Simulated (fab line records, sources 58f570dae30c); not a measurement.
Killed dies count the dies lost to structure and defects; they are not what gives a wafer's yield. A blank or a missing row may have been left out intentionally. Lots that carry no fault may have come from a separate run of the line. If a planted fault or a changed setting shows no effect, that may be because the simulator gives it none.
One fault through the eyes of 2 desks | flow berkeleyCmos170 | only its own numbers are on each desk; what lay behind them is given at the end

## TOOL OWNER'S DESK, wetBench-04
The tool's own readings at UCB170_FIELD_WET_ETCH_06 (etches SiO2 in BOE, time 22 s): means of the sampled wafers that have a number, for each lot that ran on this tool. A lot is out of limits, marked OUT, if its mean lies more than 4 standard deviations from the usual mean; the brackets give that distance.
Columns: A = runLengthS at UCB170_FIELD_WET_ETCH_06, usual 48.9 s
lot  | first seen here | A
L161 | day 5 07:49     | 53.2
L168 | day 7 08:29     | 48.0
L174 | day 8 11:20     | 41.1 (-4.3) OUT
L175 | day 8 11:20     | 40.3 (-4.8) OUT
This desk's verdict: out of limits on L174, L175, starting with L174 at day 8 11:20 (runLengthS at UCB170_FIELD_WET_ETCH_06). L161, L168: within limits.

## METROLOGY DESK
What the gauges read, lot by lot, whatever tool the lot ran on: means of the sampled wafers that have a number. A lot is out of limits, marked OUT, if its mean lies more than 4 standard deviations from the usual mean; the brackets give that distance.
Columns: A = PFIELD_OVL at UCB170_PFIELD_OVL_MEAS_06, usual 0 nm; B = PFIELD_TW at UCB170_PFIELD_TW_MEAS_09, usual 604; C = FIELD_OXIDE_THK at UCB170_FIELD_THK_MEAS_02, usual 555 nm; D = FIELD_OXIDE_LEFT_1_THK at UCB170_FIELD_THK_MEAS_90, usual 439 nm
lot  | first seen here | A  | B   | C   | D
L161 | day 4 17:42     | -7 | 608 | 561 | 446
L168 | day 6 15:32     | -2 | 603 | 554 | 438
L173 | day 7 15:53     | 5  | 606 | 559 | 443
L174 | day 7 18:46     | 2  | 610 | 556 | 457
L175 | day 7 19:18     | 6  | 604 | 553 | 454
L176 | day 8 05:04     | 3  | 597 | 563 | 446
This desk's finding: nothing out of limits on any of the 6 lots.

## BROUGHT TOGETHER
At day 8 11:20, on L174, L175, the tool owner's desk was in a position to raise an alarm.
At the metrology desk, nothing out of limits was observed.
The metrology desk has L174, L175 on record, within its limits.
UCB170_FIELD_WET_ETCH_06 was run on wetBench-04 by each of the lots named.

## WHAT HAD BEEN PUT IN BY THE SIMULATOR
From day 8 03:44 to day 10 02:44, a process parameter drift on wetBench-04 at UCB170_FIELD_WET_ETCH_06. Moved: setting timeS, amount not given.
Lots struck among those shown: L174, L175.
Hours from the fault's start to each desk's first reading out of limits: the tool owner's desk, 8.
